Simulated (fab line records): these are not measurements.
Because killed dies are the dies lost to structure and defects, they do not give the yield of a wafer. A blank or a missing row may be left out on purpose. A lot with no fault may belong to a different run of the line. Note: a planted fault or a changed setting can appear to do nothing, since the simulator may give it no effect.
A lot that was struck, set against a sound lot ; flow berkeley cmos170 ; 17 out of 331 route steps
Sound: wafers L416.1, L416.2, L416.4. Struck: wafers L425.3, L425.5 (left out: L425.2, a lot-mate that was not struck); the cause follows at the end.
Each step with rows lists, per side, the tool, then ch with its chambers, then its first start. Under that, the readings that differ: sound wafers ; struck wafers ; difference of the means ; sigmas: that difference in standard deviations of wafers without a fault.
alike: same words and numbers on both sides, and readings whose means sit less than 2 such deviations apart. not compared: any withheld reading, any reading some wafer has no value for, any bound like >300 that may hide the same value, and any number with overlapping values for which the record gives no deviation.
A row with sigmas, a row that says differs or no value, or rows on one side alone: a step with any of these is where the two part. Numbers that have no deviation but don't overlap get no sigmas and don't part them. Lack of a reading on every wafer of one side parts them only where that side has two or more wafers.

first, 5 steps without rows for these wafers: UCB170_NLDD_COAT_01 (resist thk 900 nm); UCB170_NLDD_SOFTBAKE_02 (time 60 s); UCB170_NLDD_EXPOSE_03 (exposes mask NSELECT, target cd 1200 nm); UCB170_NLDD_PEB_04; UCB170_NLDD_DEVELOP_05 (develop time 45 s).
UCB170_NLDD_CD_MEAS_06 targets a cd of 1200 nm.
  sound on cd sem-02, day 7 12:07; struck on cd sem-02, day 9 08:57
  alike: cd nm
UCB170_NLDD_OVL_MEAS_07:
  sound on overlay-01, day 7 12:14; struck on overlay-01, day 9 09:04
  alike: NLDD_OVL
then, 2 steps without rows for these wafers: UCB170_NLDD_IMPLANT_08; UCB170_NLDD_IMPLANT_09.
UCB170_NLDD_STRIP_10: strips in O2.
  sound on plasma asher-03 ch 0,1, day 7 12:34; struck on plasma asher-04 ch 1, day 9 09:23
  alike: drypump motor current A, oes product au, strip time to endpoint s
  not compared: rf hours counter h
UCB170_NLDD_TW_MEAS_11:
  sound on film metro-01, day 7 12:40; struck on film metro-02, day 9 09:30
  alike: NLDD_TW
then, 1 step without rows for these wafers: UCB170_NLDD_CLEAN_12 (cleans in SPM, time 600 s).
UCB170_SPACER_CVD_00: deposits SiO2 from TEOS/O2, target thk 376 nm, time 47 s.
  sound on pecvd-04 ch 0,2, day 7 12:54; struck on pecvd-04 ch 1, day 9 09:45
reading;sound;struck;difference;sigmas
model.SiO2_of_SPACER_CVD_00.thk nm (nm);369.6 377.2 370.6;182 183;-190;
  alike: heater power w, pressure mtorr
UCB170_SPACER_THK_MEAS_01:
  sound on film metro-01, day 7 12:56; struck on film metro-04, day 9 10:02
reading;sound;struck;difference;sigmas
SPACER_TEOS_THK (nm);370 377 370;182 183;-190;-31
  not compared: hold
UCB170_SPACER_ETCHBACK_03: etches SiO2 in CHF3/CF4/Ar, stops on Si, target depth 376 nm, time 100 s.
  sound on rie diel-04 ch 0,2, day 7 15:45; struck on rie diel-04 ch 0,1, day 9 13:43
reading;sound;struck;difference;sigmas
oes product au (a.u.);0.890 0.903 0.883;0.572 0.548;-0.332;-16
model.etch.depth nm (nm);369.6 377.2 370.6;182 183;-190;
  alike: drypump motor current A, throttle valve pct
  not compared: rf hours counter h
then, 1 step without rows for these wafers: UCB170_PSD_HMDS_00 (prime time 60 s).
UCB170_M3_PROBE_99:
  rows exist in the record for the sound wafers here (prober-01, day 9 02:32), none for the struck ones

== WHERE THEY PART ==
Last at UCB170_M3_PROBE_99 as far as this record goes, first at UCB170_SPACER_THK_MEAS_01.

WHY: what the simulator had put in
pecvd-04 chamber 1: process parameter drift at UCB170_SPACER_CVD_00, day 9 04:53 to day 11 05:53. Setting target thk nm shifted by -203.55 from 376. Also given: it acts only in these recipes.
